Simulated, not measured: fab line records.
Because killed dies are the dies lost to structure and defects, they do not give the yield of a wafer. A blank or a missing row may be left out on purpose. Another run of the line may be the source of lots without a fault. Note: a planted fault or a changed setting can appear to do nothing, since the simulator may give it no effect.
Which tool did it? / flow rit cmos / 8 lots, 24 wafers sampled, at 2 steps of a route of 202

## WHAT THE GAUGES SHOWED, per wafer
RIT_SILICIDE_RS_MEAS_02: measures by four-point-probe.
lot=L197; measured=day 3 08:28; on=film metro-04; SILICIDE_TI_RS (ohm/sq)=47.6 47.5 47.9
lot=L200; measured=day 3 23:27; on=film metro-03; SILICIDE_TI_RS (ohm/sq)=48.5 48.3 48.2
lot=L203; measured=day 4 12:36; on=film metro-01; SILICIDE_TI_RS (ohm/sq)=47.4 47.1 47.0
lot=L206; measured=day 5 04:00; on=film metro-03; SILICIDE_TI_RS (ohm/sq)=47.2 47.2 47.7
lot=L208; measured=day 5 15:52; on=film metro-01; SILICIDE_TI_RS (ohm/sq)=46.5 46.9 47.1
lot=L210; measured=day 6 00:20; on=film metro-04; SILICIDE_TI_RS (ohm/sq)=64.8 65.2 65.6
lot=L214; measured=day 6 22:46; on=film metro-03; SILICIDE_TI_RS (ohm/sq)=66.3 66.0 66.0
lot=L219; measured=day 7 22:56; on=film metro-03; SILICIDE_TI_RS (ohm/sq)=48.4 47.9 47.9

## WHAT TOOL EACH LOT RAN ON (gives the tool, then ch and the chambers of the sampled wafers, and finally the start)
lot=L197; RIT_SILICIDE_SPUTTER_01=pvd sputter-04, day 3 08:17
lot=L200; RIT_SILICIDE_SPUTTER_01=pvd sputter-01, day 3 23:18
lot=L203; RIT_SILICIDE_SPUTTER_01=pvd sputter-04, day 4 12:25
lot=L206; RIT_SILICIDE_SPUTTER_01=pvd sputter-02, day 5 03:50
lot=L208; RIT_SILICIDE_SPUTTER_01=pvd sputter-02, day 5 15:41
lot=L210; RIT_SILICIDE_SPUTTER_01=pvd sputter-04, day 6 00:11
lot=L214; RIT_SILICIDE_SPUTTER_01=pvd sputter-04, day 6 22:37
lot=L219; RIT_SILICIDE_SPUTTER_01=pvd sputter-01, day 7 22:46
- RIT_SILICIDE_SPUTTER_01: material Ti, target thk 30 nm, time 240 s.

## THE ANSWER, worked out from the rows above alone
Rule: the usual values come from the lots themselves. Put in order of their means at a reading, lots are off if they are a third of the lots or fewer, leave a main group of 4 or more, and stand apart from it by a gap of 3 or more times the standard deviation of the main group's means; of several such gaps the widest counts. A main group whose means are all the same, to the digits that the tables above print for the reading, isn't used. A lot without any number at a reading at which 4 lots or more have one is off too. All remaining lots with rows at the step are treated as sound.
Off: L210, L214, at RIT_SILICIDE_RS_MEAS_02 (SILICIDE_TI_RS). The main group: mean 47.6 ohm/sq, standard deviation 0.51.
If a tool, at a process step before that reading, ran all the lots that are off and no sound lot after the first of them, it fits. Those tools and the gauges at RIT_SILICIDE_RS_MEAS_02 are tried in the same way. One fits: RIT_SILICIDE_SPUTTER_01 on pvd sputter-04. A fault onset in the window from L203 (day 4 12:25, its last sound lot) to L210 (day 6 00:11, its first lot off) fits.

## WHAT WAS PUT IN BY THE SIMULATOR
Site profile drift: pvd sputter-04, from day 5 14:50 on, at RIT_SILICIDE_SPUTTER_01. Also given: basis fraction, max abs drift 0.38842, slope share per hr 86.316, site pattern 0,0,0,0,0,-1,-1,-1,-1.
Lots struck among those shown: L210, L214. This agrees with what the rule above found.
